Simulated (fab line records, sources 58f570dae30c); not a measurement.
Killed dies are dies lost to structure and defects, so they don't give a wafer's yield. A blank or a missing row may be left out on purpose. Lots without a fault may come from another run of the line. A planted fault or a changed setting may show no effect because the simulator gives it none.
Chamber matching | flow berkeley_cmos170 | UCB170_V1_CMP_02 on cmp-01: 4 sister chambers
The step polishes SiO2. 8 wafers are shown with their chamber, then 10 later ones without.

WAFERS WITH THEIR CHAMBER
wafer  | chamber | motor_current_A (A)
L811.4 | 3       | 18.1
L812.1 | 2       | 15.1
L812.3 | 0       | 15.0
L813.1 | 3       | 17.5
L813.2 | 2       | 14.9
L813.4 | 1       | 21.5
L819.4 | 0       | 16.1
L819.5 | 1       | 20.3

WAFERS WITHOUT THEIR CHAMBER
wafer  | motor_current_A (A)
L819.6 | 16.8
L823.1 | 19.8
L823.2 | 14.7
L823.5 | 16.9
L820.2 | 15.3
L820.5 | 20.9
L820.6 | 17.1
L827.2 | 14.5
L827.4 | 15.8
L827.5 | 15.3

WHICH CHAMBER EACH WENT THROUGH
wafer  | from the rows above          | in truth
L819.6 | can't be placed: 3 or 0 or 2 | 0
L823.1 | can't be placed: 1 or 3      | 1
L823.2 | can't be placed: 2 or 0      | 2
L823.5 | can't be placed: 3 or 0 or 2 | 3
L820.2 | can't be placed: 0 or 2      | 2
L820.5 | 1                            | 1
L820.6 | can't be placed: 3 or 0      | 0
L827.2 | can't be placed: 2 or 0      | 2
L827.4 | can't be placed: 0 or 2      | 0
L827.5 | can't be placed: 0 or 2      | 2
Placed correctly: 1 of 10. Can't be placed from these rows: 9 (the true chamber is among the candidates in 9). Placed wrongly: 0.
How it was worked out, from the rows above alone: a wafer's distance from a chamber is the root of the sum, over the readings, of the square of ((its reading less the chamber's mean) divided by the reading's scatter). The wafer belongs to the nearest chamber; if the next one is less than 2 further off, it can't be placed. A chamber's mean is the mean of its shown wafers. The scatter: the root of (the sum of the squares of (reading less its chamber's mean) over the shown wafers, divided by (wafers less chambers)).
